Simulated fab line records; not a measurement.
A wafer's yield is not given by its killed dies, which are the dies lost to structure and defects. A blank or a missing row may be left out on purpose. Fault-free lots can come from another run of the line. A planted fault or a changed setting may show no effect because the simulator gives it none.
Problem report in the 8D (eight disciplines) form, filled by code :: flow berkeley_cmos170 :: the parts of the form that need people (team, actions taken, sign-off) are left out

## 1. WHAT IS WRONG
At UCB170_PVT_IMPLANT_07, dose_ions_cm2 averages 2.0537e+12 over 6 wafers from 2 lots, while fault-free wafers read 2.0002e+12, standard deviation 2.3e+09. Measured from the usual mean, that is +23 standard deviations.
Seen first at day 6 22:14 on implanter-03, wafer L282.1. Wafers with a number at this step in the record: 42, from 14 lots. By rule, "out" or "out of limits" means more than 4 standard deviations away from the usual mean. The other wafers with a number count as sound.

## 2. WHAT THIS IS AND IS NOT
question: which readings at this step
is: dose_ions_cm2
is not: -

question: which lots
is: L282, L284
is not: L276, L277, L278, L279, L290, L291, L294, L295, L296, L297, L298, L299

question: which wafers of those lots
is: all that have a number
is not: -

question: read on which tools
is: implanter-03
is not: implanter-01, implanter-04

question: when
is: from day 6 22:14
is not: up to then (12 sound wafers); but 24 sound wafers of L290, L291, L294, L295, L296, L297, L298, L299 came after

## 3. WHAT RULES OUT EACH SUSPECT
Counting: a tool stays on the suspect list if, at a process step up to the reading, it processed all lots that are out and no sound lot following the first of them.
- implanter-03 at UCB170_PVT_IMPLANT_07: ruled out as a lasting fault. Sound lots L299 ran on it after its first lot that is out, L282 (day 6 22:14).
Left after counting: nothing in the record.

## 4. THE CAUSE (what the simulator had put in)
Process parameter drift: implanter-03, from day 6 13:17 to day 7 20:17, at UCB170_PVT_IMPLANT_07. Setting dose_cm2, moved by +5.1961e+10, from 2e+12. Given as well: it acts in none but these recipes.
Counting ruled it out, wrongly.

## 5. SEQUENCE OF EFFECTS, ordered by route
Each row: a reading where the mean over the struck wafers with a number is more than 3 standard deviations away from the usual. Scope: only readings with a usual standard deviation given in the record; hours: median across lots of the time from each lot's start at the first step in this table that gives one to its start at this step; sigmas: change in usual standard deviations.
hours: 0
step: UCB170_PVT_IMPLANT_07
reading: dose_ions_cm2
usual: 2.0002e+12
on struck wafers: 2.0537e+12
change: +5.3517e+10
sigmas: +23
It contains these process steps:
- UCB170_PVT_IMPLANT_07
Later steps that measure or inspect, where all struck wafers having a row at the step show a number for every such reading and not one has moved that far: UCB170_M2_OVL_MEAS_16.

## 6. HOW IT WOULD HAVE BEEN CAUGHT EARLIER
9 hours passed between the start of the fault at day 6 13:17 and the first reading out of limits in this record, taken at day 6 22:14.
